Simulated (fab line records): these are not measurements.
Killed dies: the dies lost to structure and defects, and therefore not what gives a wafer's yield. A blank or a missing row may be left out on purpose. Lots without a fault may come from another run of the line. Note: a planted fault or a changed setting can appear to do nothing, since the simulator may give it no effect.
2 desks, one fault ; flow berkeley cmos170 ; each desk holds nothing but its own numbers, with what lay behind them at the end

== TOOL OWNER'S DESK, plasma asher-04 ==
The tool's own readings at UCB170_V2_STRIP_15 (strips in O2): means of the sampled wafers that have a number, for each lot that ran on this tool. Any lot whose mean is over 4 standard deviations away from the usual mean is out of limits and marked OUT; that distance is given in the brackets.
Columns: A = chamber pressure mTorr at UCB170_V2_STRIP_15, usual 3500 mTorr; B = drypump motor current A at UCB170_V2_STRIP_15, usual 5.8 A; C = oes product au at UCB170_V2_STRIP_15, usual 0.722 a.u.; D = strip time to endpoint s at UCB170_V2_STRIP_15, usual 15.28 s
lot;first seen here;A;B;C;D
L622;day 9 08:18;3498;5.5;0.723;15.30
L623;day 9 08:49;3497;5.5;0.722;15.30
L633;day 11 14:01;3499;6.0;0.715;15.27
L638;day 12 11:09;3498;5.7;0.719;15.27
L644;day 13 03:40;3496;5.7;0.721;15.25
Result from this desk: across the 5 lots, nothing is out of limits.

== AT THE METROLOGY DESK ==
What the gauges read, lot by lot, whatever tool the lot ran on: means of the sampled wafers that have a number. Any lot whose mean is over 4 standard deviations away from the usual mean is out of limits and marked OUT; that distance is given in the brackets.
Columns: A = cd nm at UCB170_M1_CD_MEAS_09, usual 700.5 nm; B = cd nm at UCB170_M3_CD_MEAS_15, usual 699.8 nm
lot;first seen here;A;B
L625;day 8 18:18;702.5;698.9
L622;day 8 19:19;701.5;698.0
L623;day 8 20:16;701.3;698.3
L626;day 9 12:04;700.4;700.3
L632;day 10 05:51;700.8;-
L630;day 10 07:15;701.8;-
L634;day 10 23:58;701.0;698.6
L633;day 11 00:15;703.0;699.2
L635;day 11 07:19;698.0;698.3
L637;day 11 23:32;698.9;701.5
L638;day 11 23:56;699.8;700.7
L642;day 12 13:07;701.4;699.3
L643;day 12 13:55;700.6;700.3
L644;day 12 16:32;701.5;700.8
Result from this desk: across the 14 lots, nothing is out of limits.

== TAKEN TOGETHER ==
The desk of the tool owner found nothing out of limits.
At the metrology desk, nothing out of limits was observed.

== WHAT THE SIMULATOR HAD INSERTED ==
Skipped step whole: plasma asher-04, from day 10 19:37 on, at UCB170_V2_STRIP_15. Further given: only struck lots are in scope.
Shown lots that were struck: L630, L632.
